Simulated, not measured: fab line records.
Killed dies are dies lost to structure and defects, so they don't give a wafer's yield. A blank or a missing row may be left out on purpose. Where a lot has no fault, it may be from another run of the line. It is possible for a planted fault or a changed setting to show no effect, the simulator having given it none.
The tool behind it: which one? :: flow ritCmos :: Sampling: 14 lots, 42 wafers, 4 of 202 route steps

WHAT EACH GAUGE READ, for each wafer
RIT_FOX2_THK_MEAS_90. Usual: FIELD_OXIDE_LEFT_1_THK typically reads 324 nm, with standard deviation 6.5.
lot: L999
measured: day 1 20:59
on: filmMetro-01
FIELD_OXIDE_LEFT_1_THK (nm): 333 325 333
flag: 

lot: L101
measured: day 2 06:50
on: filmMetro-04
FIELD_OXIDE_LEFT_1_THK (nm): 327 328 328
flag: 

lot: L102
measured: day 2 11:40
on: filmMetro-04
FIELD_OXIDE_LEFT_1_THK (nm): 317 325 322
flag: 

lot: L103
measured: day 2 17:12
on: filmMetro-04
FIELD_OXIDE_LEFT_1_THK (nm): 322 315 318
flag: 

lot: L104
measured: day 2 22:31
on: filmMetro-04
FIELD_OXIDE_LEFT_1_THK (nm): 326 327 322
flag: 

lot: L105
measured: day 3 03:33
on: filmMetro-03
FIELD_OXIDE_LEFT_1_THK (nm): 327 320 326
flag: 

lot: L106
measured: day 3 13:01
on: filmMetro-04
FIELD_OXIDE_LEFT_1_THK (nm): 322 321 320
flag: 

lot: L107
measured: day 3 16:20
on: filmMetro-04
FIELD_OXIDE_LEFT_1_THK (nm): 327 326 320
flag: 

lot: L108
measured: day 3 18:36
on: filmMetro-03
FIELD_OXIDE_LEFT_1_THK (nm): 319 316 317
flag: 

lot: L109
measured: day 4 01:04
on: filmMetro-03
FIELD_OXIDE_LEFT_1_THK (nm): 329 322 323
flag: 

lot: L112
measured: day 4 14:48
on: filmMetro-03
FIELD_OXIDE_LEFT_1_THK (nm): 329 330 330
flag: 

lot: L113
measured: day 4 19:30
on: filmMetro-04
FIELD_OXIDE_LEFT_1_THK (nm): 320 319 324
flag: 

lot: L120
measured: day 6 06:26
on: filmMetro-03
FIELD_OXIDE_LEFT_1_THK (nm): 334 336 330
flag: 

lot: L121
measured: day 6 11:37
on: filmMetro-03
FIELD_OXIDE_LEFT_1_THK (nm): 322 322 317
flag: 

RIT_NRETRO_OVL_MEAS_06. Usual: NRETRO_OVL typically reads 0.7 nm, with standard deviation 1.5.
lot: L999
measured: day 2 06:49
on: overlay-01
NRETRO_OVL (nm): 3.5 2.4 1.0
flag: 

lot: L101
measured: day 2 18:04
on: overlay-01
NRETRO_OVL (nm): 0.8 0.2 0.7
flag: 

lot: L102
measured: day 2 22:20
on: overlay-01
NRETRO_OVL (nm): 0.5 -1.3 -0.7
flag: 

lot: L103
measured: day 3 03:33
on: overlay-01
NRETRO_OVL (nm): 0.0 -0.3 0.0
flag: 

lot: L104
measured: day 3 08:47
on: overlay-01
NRETRO_OVL (nm): 2.9 0.0 1.5
flag: 

lot: L105
measured: day 3 14:16
on: overlay-01
NRETRO_OVL (nm): -1.5 0.1 1.9
flag: 

lot: L106
measured: day 3 22:37
on: overlay-01
NRETRO_OVL (nm): -0.1 1.3 2.0
flag: 

lot: L107
measured: day 4 02:35
on: overlay-01
NRETRO_OVL (nm): 0.1 1.3 1.1
flag: 

lot: L108
measured: day 4 06:23
on: overlay-01
NRETRO_OVL (nm): 1.7 1.3 0.5
flag: 

lot: L109
measured: day 4 11:51
on: overlay-01
NRETRO_OVL (nm): -0.3 1.5 1.8
flag: 

lot: L112
measured: day 5 01:01
on: overlay-02
NRETRO_OVL (nm): 1.7 1.3 3.0
flag: 

lot: L113
measured: day 5 05:58
on: overlay-01
NRETRO_OVL (nm): -0.5 0.1 -0.5
flag: 

lot: L120
measured: day 6 15:56
on: overlay-02
NRETRO_OVL (nm): 4.6 2.9 2.4
flag: 

lot: L121
measured: day 6 21:04
on: overlay-01
NRETRO_OVL (nm): 3.6 1.6 0.4
flag: 

RIT_GATE_CD_MEAS_16: the cd target is 150 nm. Usual: cdNm reads 151.5 nm (standard deviation 2).
lot: L999
measured: day 2 19:14
on: cdSem-02
cdNm (nm): 151.9 153.0 152.0
flag: 

lot: L101
measured: day 3 01:54
on: cdSem-02
cdNm (nm): 152.3 152.3 150.3
flag: 

lot: L102
measured: day 3 08:06
on: cdSem-02
cdNm (nm): 153.3 151.6 153.0
flag: 

lot: L103
measured: day 3 14:59
on: cdSem-02
cdNm (nm): 153.3 151.3 151.9
flag: 

lot: L104
measured: day 3 18:18
on: cdSem-01
cdNm (nm): 152.7 153.6 153.7
flag: 

lot: L105
measured: day 4 01:43
on: cdSem-01
cdNm (nm): 151.5 154.6 153.3
flag: 

lot: L106
measured: day 4 08:16
on: cdSem-02
cdNm (nm): 151.5 152.5 153.3
flag: 

lot: L107
measured: day 4 10:04
on: cdSem-02
cdNm (nm): 152.0 152.7 151.3
flag: 

lot: L108
measured: day 4 15:07
on: cdSem-01
cdNm (nm): 151.2 148.9 151.6
flag: 

lot: L109
measured: day 4 21:34
on: cdSem-01
cdNm (nm): 146.9 149.1 149.6
flag: 

lot: L112
measured: day 5 08:19
on: cdSem-02
cdNm (nm): 151.2 148.2 149.5
flag: 

lot: L113
measured: day 5 15:32
on: cdSem-02
cdNm (nm): 149.8 148.0 146.2
flag: 

lot: L120
measured: day 7 00:32
on: cdSem-02
cdNm (nm): 246.7 246.5 247.4
flag: OFF

lot: L121
measured: day 7 03:47
on: cdSem-01
cdNm (nm): 228.6 226.0 228.5
flag: OFF

EACH LOT AND THE TOOL THAT RAN IT (in order: tool; ch and the chambers of the sampled wafers; start)
lot: L999
RIT_GATE_EXPOSE_13: ilineStepper-01 ch 0, day 2 18:50

lot: L101
RIT_GATE_EXPOSE_13: ilineStepper-02 ch 0, day 3 01:30

lot: L102
RIT_GATE_EXPOSE_13: ilineStepper-01 ch 0, day 3 07:42

lot: L103
RIT_GATE_EXPOSE_13: ilineStepper-01 ch 0, day 3 14:35

lot: L104
RIT_GATE_EXPOSE_13: ilineStepper-02 ch 0, day 3 17:54

lot: L105
RIT_GATE_EXPOSE_13: ilineStepper-01 ch 0, day 4 01:13

lot: L106
RIT_GATE_EXPOSE_13: ilineStepper-02 ch 0, day 4 07:52

lot: L107
RIT_GATE_EXPOSE_13: ilineStepper-01 ch 0, day 4 09:40

lot: L108
RIT_GATE_EXPOSE_13: ilineStepper-02 ch 0, day 4 14:43

lot: L109
RIT_GATE_EXPOSE_13: ilineStepper-02 ch 0, day 4 21:10

lot: L112
RIT_GATE_EXPOSE_13: ilineStepper-02 ch 0, day 5 07:55

lot: L113
RIT_GATE_EXPOSE_13: ilineStepper-02 ch 0, day 5 15:08

lot: L120
RIT_GATE_EXPOSE_13: ilineStepper-01 ch 0, day 7 00:08

lot: L121
RIT_GATE_EXPOSE_13: ilineStepper-01 ch 0, day 7 03:23
- RIT_GATE_EXPOSE_13: exposes mask M6, target cd 150 nm.

WHAT THE TOOLS THEMSELVES READ (means of the sampled wafers that have a number; where no wafer has one, the mark that the record gives instead)
RIT_GATE_EXPOSE_13. Usual: exposureDoseMJCm2 reads 379.9 (standard deviation 0.35).
lot: L999
tool: ilineStepper-01
exposureDoseMJCm2: 380.0
flag: 

lot: L101
tool: ilineStepper-02
exposureDoseMJCm2: 380.1
flag: 

lot: L102
tool: ilineStepper-01
exposureDoseMJCm2: 379.8
flag: 

lot: L103
tool: ilineStepper-01
exposureDoseMJCm2: 379.8
flag: 

lot: L104
tool: ilineStepper-02
exposureDoseMJCm2: 380.4
flag: 

lot: L105
tool: ilineStepper-01
exposureDoseMJCm2: 380.2
flag: 

lot: L106
tool: ilineStepper-02
exposureDoseMJCm2: 379.9
flag: 

lot: L107
tool: ilineStepper-01
exposureDoseMJCm2: 380.2
flag: 

lot: L108
tool: ilineStepper-02
exposureDoseMJCm2: 379.5
flag: 

lot: L109
tool: ilineStepper-02
exposureDoseMJCm2: 379.8
flag: 

lot: L112
tool: ilineStepper-02
exposureDoseMJCm2: 380.2
flag: 

lot: L113
tool: ilineStepper-02
exposureDoseMJCm2: 380.0
flag: 

lot: L120
tool: ilineStepper-01
exposureDoseMJCm2: 316.2
flag: OFF

lot: L121
tool: ilineStepper-01
exposureDoseMJCm2: 328.9
flag: OFF

THE ANSWER, worked out from the rows above alone
Rule: lot off if the mean of its wafers having a number is beyond 3 standard deviations from the usual mean. A lot without any number at a reading at which 4 lots or more have one is off too. Where the step has rows for the other lots, those lots are counted as sound. The gauges are gone through in route order, then the tools' own readings, and for those a lot's mean is taken as printed above. At the first step where some lot is off, the reading lying furthest off is the one used; lots without a number count as furthest.
Off: L120, L121 (RIT_GATE_CD_MEAS_16, cdNm).
A tool fits if, at a process step before that reading, it ran every lot that is off, and no sound lot after the first of them. The gauges at RIT_GATE_CD_MEAS_16 aren't tried: what is off there is off at RIT_GATE_EXPOSE_13 too, on other tools, and a gauge's error can't cause that. One candidate fits, namely ilineStepper-01 at RIT_GATE_EXPOSE_13. Its last sound lot is L107 (day 4 09:40), its first lot that is off L120 (day 7 00:08): a fault that began between those two fits.
The tool's own readings at RIT_GATE_EXPOSE_13 bear it out: on the lots that are off they differ by more than 5 times the standard deviation of the sound lots' means. exposureDoseMJCm2 reads 322.5 there against 380.0 on the sound lots.

WHAT THE SIMULATOR HAD PUT IN
Process parameter drift: ilineStepper-01, from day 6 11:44 on, at RIT_GATE_EXPOSE_13. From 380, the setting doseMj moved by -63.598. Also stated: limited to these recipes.
Shown lots that were struck: L120, L121. The rule above found the same.
